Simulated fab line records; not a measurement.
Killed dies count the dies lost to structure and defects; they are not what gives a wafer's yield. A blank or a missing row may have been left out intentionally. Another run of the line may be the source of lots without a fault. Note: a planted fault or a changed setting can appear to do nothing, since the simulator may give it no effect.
fab line records	flow berkeley_cmos170
[record] lots = 14	wafers = 42	last_day = 12
route steps=331 shown PWELL@49 V1@257 M3@316
lots that met no fault: taken from a fault-free run of the same line
start_h: start of the lot's first displayed wafer, in hours after the record's first day	wait_h: hours from the lot's prior step to this one	" as in the row above	L1.1+2: several wafers, shown together as one row	- value missing, or start not given	* or withheld: withheld	< > ~ a bound
route shown NAME@n: names a module that has steps shown in the file, with the first one's number in the route	usual: mean and standard deviation over wafers with no fault	same: alike in all rows	chamber/n: place in a boat	sites: readings site by site	_std_site: standard deviation of those values	_edge_site: mean of outer sites minus mean of inner sites	radius_mm: how far each site lies from the wafer's centre	mask NAME#n: copy n	behind: the most recent tool/chamber to have shaped the wafer	hold: reason for holding the lot/hours on hold/outcome of the hold	device: transistor that didn't switch, given as n, p or np	end of line: tests run on the same wafers once the route is complete	a step without rows: its recipe alone	killed: count of dies lost to structure and defects at first sort (not the wafer's yield)	map: dies across one wafer; x = killed, . = not, _ = none there
set.NAME: the setting the step ran with; set.NAME@STEP: the setting that earlier step ran with	model.NAME: the simulator's own value behind a step, which no gauge read
steps of the route over a sample of lots; a table a step, a row a wafer
services: when a tool's chamber went out of use (start_h, in hours from the record's first day, below 0 if earlier), for how many hours, and the reason
[[steps]]
[step UCB170_PWELL_IMPLANT_15]
[recipe] species = B	dose_cm2 = 5e+12	energy_kev = 60	tilt_deg = 7
[usual] beam_energy_keV = 60.000/0.02
lot.wafer	tool	chamber	start_h	wait_h	beam_energy_keV
L723.2	implanter-03	0	46.84	0.1	59.996
L723.3	"	0	"	"	59.979
L723.5	"	0	"	"	59.975
L724.2	implanter-03	0	61.41	0.1	59.989
L724.4	"	0	"	"	59.989
L724.6	"	0	"	"	59.997
L726.2	implanter-01	0	69.07	0.1	60.010
L726.3	"	0	"	"	60.035
L726.6	"	0	"	"	59.992
L729.3	implanter-01	0	82.44	0.1	60.012
L729.4	"	0	"	"	60.008
L729.6	"	0	"	"	60.028
L731.1	implanter-02	0	85.55	0.1	60.036
L731.2	"	0	"	"	60.018
L731.5	"	0	"	"	59.996
L730.2	implanter-01	0	86.69	0.1	59.993
L730.3	"	0	"	"	59.995
L730.4	"	0	"	"	59.999
L732.1	implanter-03	0	93.48	0.1	60.021
L732.3	"	0	"	"	60.031
L732.5	"	0	"	"	60.048
L733.2	implanter-02	0	94.09	0.1	59.990
L733.5	"	0	"	"	59.996
L733.6	"	0	"	"	60.024
L735.4	implanter-02	0	104.77	0.1	60.014
L735.5	"	0	"	"	60.002
L735.6	"	0	"	"	60.022
L738.1	implanter-03	0	121.48	0.1	65.730
L738.3	"	0	"	"	65.713
L738.6	"	0	"	"	65.770
L740.1	implanter-03	0	135.51	0.1	65.705
L740.2	"	0	"	"	65.726
L740.5	"	0	"	"	65.701
L744.2	implanter-02	0	154.23	0.1	59.993
L744.3	"	0	"	"	59.975
L744.4	"	0	"	"	59.998
L746.1	implanter-02	0	165.28	0.1	59.996
L746.3	"	0	"	"	59.989
L746.6	"	0	"	"	59.987
L745.3	implanter-01	0	165.37	0.1	60.014
L745.5	"	0	"	"	60.006
L745.6	"	0	"	"	60.017
[step UCB170_V1_BOW_MEAS_03]
[recipe] mode = bow
[usual] V1_BOW = 18/6.1
lot.wafer	tool	chamber	start_h	wait_h	V1_BOW[um]
L723.2	film_metro-03	-	158.17	0.2	19
L723.3	"	-	"	"	23
L723.5	"	-	"	"	15
L724.2	film_metro-01	-	167.98	0.3	15
L724.4	"	-	"	"	17
L724.6	"	-	"	"	13
L726.2	film_metro-02	-	174.73	0.3	19
L726.3	"	-	"	"	23
L726.6	"	-	"	"	13
L729.3	film_metro-01	-	187.98	0.1	11
L729.4	"	-	"	"	16
L729.6	"	-	"	"	22
L730.2	film_metro-02	-	188.26	0.3	20
L730.3	"	-	"	"	26
L730.4	"	-	"	"	24
L731.1	film_metro-03	-	188.54	0.2	23
L731.2	"	-	"	"	14
L731.5	"	-	"	"	22
L732.1	film_metro-03	-	205.50	0.2	16
L732.3	"	-	"	"	18
L732.5	"	-	"	"	16
L733.2	film_metro-01	-	205.73	0.2	21
L733.5	"	-	"	"	19
L733.6	"	-	"	"	24
L735.4	film_metro-03	-	219.56	0.2	27
L735.5	"	-	"	"	16
L735.6	"	-	"	"	21
L738.1	film_metro-01	-	236.39	0.2	22
L738.3	"	-	"	"	27
L738.6	"	-	"	"	18
L740.1	film_metro-03	-	252.53	0.1	22
L740.2	"	-	"	"	5
L740.5	"	-	"	"	17
L744.2	film_metro-01	-	266.78	0.2	21
L744.3	"	-	"	"	12
L744.4	"	-	"	"	12
L746.1	film_metro-02	-	277.26	0.2	21
L746.3	"	-	"	"	11
L746.6	"	-	"	"	11
L745.3	film_metro-01	-	277.60	0.3	26
L745.5	"	-	"	"	26
L745.6	"	-	"	"	24
[step UCB170_M3_STRIP_07]
[recipe] chemistry = O2	power_w = 400	pressure_mtorr = 3500	platen_temp_c = withheld	o2_flow_sccm = 400	overash_fraction = 0.5
[usual] drypump_motor_current_A = 5.6/0.4	oes_product_au = 0.734/0.0041	strip_time_to_endpoint_s = 22.00/0.072
lot.wafer	tool	chamber	start_h	wait_h	drypump_motor_current_A	oes_product_au	rf_hours_counter_h	strip_time_to_endpoint_s
L723.2	plasma_asher-01	0	167.04	0.1	6.0	0.724	51	22.01
L723.3	"	0	"	"	6.1	0.729	-	22.01
L723.5	"	1	"	"	6.1	0.733	-	22.06
L724.2	plasma_asher-04	0	177.86	0.1	5.6	0.739	42	22.10
L724.4	"	0	"	"	5.5	0.736	-	22.08
L724.6	"	0	"	"	5.6	0.735	-	22.14
L726.2	plasma_asher-01	0	182.77	0.1	6.1	0.739	53	22.07
L726.3	"	1	"	"	6.1	0.739	-	22.02
L726.6	"	0	"	"	6.1	0.731	-	22.09
L729.3	plasma_asher-02	1	196.43	0.1	5.3	0.736	-	22.03
L729.4	"	0	"	"	5.1	0.731	-	22.07
L729.6	"	0	"	"	5.0	0.732	-	22.08
L730.2	plasma_asher-04	0	196.74	0.1	5.6	0.736	44	22.05
L730.3	"	0	"	"	5.6	0.737	-	22.02
L730.4	"	1	"	"	5.3	0.734	-	22.05
L731.1	plasma_asher-04	0	197.49	0.1	5.5	0.735	44	21.91
L731.2	"	1	"	"	5.3	0.738	44	21.90
L731.5	"	0	"	"	5.5	0.727	-	21.90
L733.2	plasma_asher-04	0	214.21	0.1	5.5	0.731	45	21.88
L733.5	"	1	"	"	5.3	0.740	-	21.91
L733.6	"	0	"	"	5.5	0.736	-	21.91
L732.1	plasma_asher-02	1	214.66	0.1	5.3	0.734	41	22.02
L732.3	"	1	"	"	5.3	0.732	-	21.99
L732.5	"	0	"	"	5.1	0.735	-	22.02
L735.4	plasma_asher-01	0	228.32	0.1	6.0	0.740	-	21.99
L735.5	"	1	"	"	6.1	0.734	-	22.04
L735.6	"	0	"	"	6.1	0.744	-	22.06
L738.1	plasma_asher-04	1	246.53	0.1	5.3	0.730	49	22.00
L738.3	"	1	"	"	5.3	0.738	-	21.89
L738.6	"	1	"	"	5.3	0.734	-	21.93
L740.1	plasma_asher-02	0	262.71	0.1	5.1	0.732	47	21.97
L740.2	"	1	"	"	5.3	0.732	47	22.02
L740.5	"	1	"	"	5.3	0.728	-	22.02
L744.2	plasma_asher-02	0	278.98	0.1	5.1	0.740	49	22.01
L744.3	"	1	"	"	5.3	0.737	-	22.08
L744.4	"	0	"	"	5.1	0.734	-	22.01
L746.1	plasma_asher-02	1	285.90	0.1	5.3	0.734	50	21.96
L746.3	"	1	"	"	5.3	0.738	-	21.99
L746.6	"	0	"	"	5.1	0.737	-	21.94
L745.3	plasma_asher-02	0	287.01	0.1	5.1	0.740	-	21.93
L745.5	"	0	"	"	5.1	0.729	-	21.92
L745.6	"	1	"	"	5.3	0.736	-	21.96
[step UCB170_M3_BOW_MEAS_20]
[recipe] mode = bow
[usual] M3_BOW = 35/6.4
lot.wafer	tool	chamber	start_h	wait_h	M3_BOW[um]
L723.2	film_metro-03	-	169.89	0.1	38
L723.3	"	-	"	"	43
L723.5	"	-	"	"	35
L724.2	film_metro-03	-	179.75	0.1	30
L724.4	"	-	"	"	33
L724.6	"	-	"	"	28
L726.2	film_metro-04	-	184.65	0.1	37
L726.3	"	-	"	"	41
L726.6	"	-	"	"	31
L729.3	film_metro-02	-	198.16	0.1	28
L729.4	"	-	"	"	32
L729.6	"	-	"	"	39
L730.2	film_metro-04	-	198.49	0.1	43
L730.3	"	-	"	"	48
L730.4	"	-	"	"	47
L731.1	film_metro-02	-	199.21	0.1	41
L731.2	"	-	"	"	33
L731.5	"	-	"	"	41
L733.2	film_metro-04	-	216.32	0.1	37
L733.5	"	-	"	"	35
L733.6	"	-	"	"	40
L732.1	film_metro-02	-	216.54	0.1	32
L732.3	"	-	"	"	31
L732.5	"	-	"	"	30
L735.4	film_metro-04	-	230.34	0.1	43
L735.5	"	-	"	"	33
L735.6	"	-	"	"	37
L738.1	film_metro-04	-	249.57	0.1	39
L738.3	"	-	"	"	44
L738.6	"	-	"	"	36
L740.1	film_metro-02	-	265.13	0.1	38
L740.2	"	-	"	"	21
L740.5	"	-	"	"	32
L744.2	film_metro-02	-	280.97	0.1	40
L744.3	"	-	"	"	31
L744.4	"	-	"	"	31
L746.1	film_metro-04	-	287.97	0.1	40
L746.3	"	-	"	"	29
L746.6	"	-	"	"	28
L745.3	film_metro-04	-	288.86	0.1	42
L745.5	"	-	"	"	43
L745.6	"	-	"	"	40
[[services]]
tool	chamber	start_h	hours	kind
plasma_asher-02	-	49.95	11.3	repair
plasma_asher-04	-	78.17	8.2	repair
plasma_asher-04	-	78.69	38.2	repair
plasma_asher-01	-	116.88	0.9	repair
implanter-01	-	162.18	0.8	repair
implanter-03	-	164.96	3.3	repair
plasma_asher-02	-	202.30	3.2	repair
plasma_asher-01	-	249.16	1.2	repair
implanter-02	-	249.17	5.2	repair
plasma_asher-01	-	258.21	0.9	repair
implanter-02	-	277.87	3.1	pm
[[key]]
[first_sign] step = UCB170_PWELL_IMPLANT_15	reading = beam_energy_keV	direction = up	sigmas = 99+	usual = 60.000	struck = 65.724
effect none on later readings
met_at UCB170_PWELL_IMPLANT_15
struck_lots L738,L740
tester_left_out L738,L740
not_acting_at UCB170_V1_BOW_MEAS_03,UCB170_M3_STRIP_07,UCB170_M3_BOW_MEAS_20
onset_between 93.48 121.48
[fault] kind = process_parameter_drift	tool = implanter-03	chamber = -	onset_h = 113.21	steps = UCB170_PWELL_IMPLANT_15	channel = energy_kev	offset = 5.711	shape = step	end_h = 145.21	acts_in = these_recipes_only	stated = 60
// tester_left_out: of these lots the tester's yield and bins aren't shown, on N5 and GAA mostly nor the transistor test; their killed dies are dies lost to structure and defects alone, not to doping, threshold or leakage, so they don't give the yield
